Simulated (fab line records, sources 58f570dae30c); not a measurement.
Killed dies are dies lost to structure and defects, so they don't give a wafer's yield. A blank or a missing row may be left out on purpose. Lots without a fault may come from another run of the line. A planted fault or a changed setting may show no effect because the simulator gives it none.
Chamber matching | flow berkeley_cmos170 | UCB170_SPACER_ETCHBACK_03 on rie_diel-03: 4 sister chambers
The step etches SiO2 in CHF3/CF4/Ar, stops on Si, target depth 376 nm, time 100 s. 14 wafers are shown with their chamber, then 7 later ones without.

WAFERS WITH THEIR CHAMBER
wafer  | chamber | drypump_motor_current_A (A) | throttle_valve_pct (%) | oes_product_au (a.u.)
L151.1 | 1       | 5.4                         | 6.50                   | 0.911
L151.4 | 1       | 5.4                         | 6.50                   | 0.925
L151.5 | 3       | 5.7                         | 6.58                   | 0.917
L153.3 | 0       | 6.0                         | 6.47                   | 0.894
L153.5 | 2       | 4.8                         | 6.34                   | 0.888
L153.6 | 0       | 6.1                         | 6.47                   | 0.924
L155.1 | 1       | 5.4                         | 6.51                   | 0.888
L155.2 | 2       | 4.8                         | 6.33                   | 0.888
L155.6 | 1       | 5.4                         | 6.51                   | 0.932
L156.1 | 1       | 5.4                         | 6.51                   | 0.910
L156.2 | 3       | 5.7                         | 6.58                   | 0.894
L156.5 | 0       | 6.0                         | 6.46                   | 0.912
L158.2 | 3       | 5.7                         | 6.58                   | 0.907
L158.4 | 0       | 6.0                         | 6.46                   | 0.906

SIGNATURES (means of the wafers above)
reading                 | chamber 0 | chamber 1 | chamber 2 | chamber 3 | scatter within a chamber
drypump_motor_current_A | 6.025     | 5.400     | 4.800     | 5.700     | 0.0274
throttle_valve_pct      | 6.4650    | 6.5060    | 6.3350    | 6.5800    | 0.0052
oes_product_au          | 0.90900   | 0.91320   | 0.88800   | 0.90600   | 0.0137
Rule: a wafer's distance from a chamber is the root of the sum, over the readings, of the square of ((its reading less the chamber's mean) divided by the reading's scatter). The wafer belongs to the nearest chamber; if the next one is less than 2 further off, it can't be placed. The scatter: the root of (the sum of the squares of (reading less its chamber's mean) over the shown wafers, divided by (wafers less chambers)).

WAFERS WITHOUT THEIR CHAMBER
wafer  | drypump_motor_current_A (A) | throttle_valve_pct (%) | oes_product_au (a.u.)
L158.6 | 4.8                         | 6.34                   | 0.897
L169.1 | 5.4                         | 6.51                   | 0.906
L169.3 | 6.0                         | 6.46                   | 0.906
L169.4 | 4.8                         | 6.32                   | 0.898
L173.1 | 5.7                         | 6.59                   | 0.885
L173.4 | 5.4                         | 6.49                   | 0.921
L173.5 | 4.8                         | 6.32                   | 0.898

WHICH CHAMBER EACH WENT THROUGH
wafer  | from the rows above | in truth
L158.6 | 2                   | 2
L169.1 | 1                   | 1
L169.3 | 0                   | 0
L169.4 | 2                   | 2
L173.1 | 3                   | 3
L173.4 | 1                   | 1
L173.5 | 2                   | 2
Placed correctly: 7 of 7. Can't be placed from these rows: 0. Placed wrongly: 0.
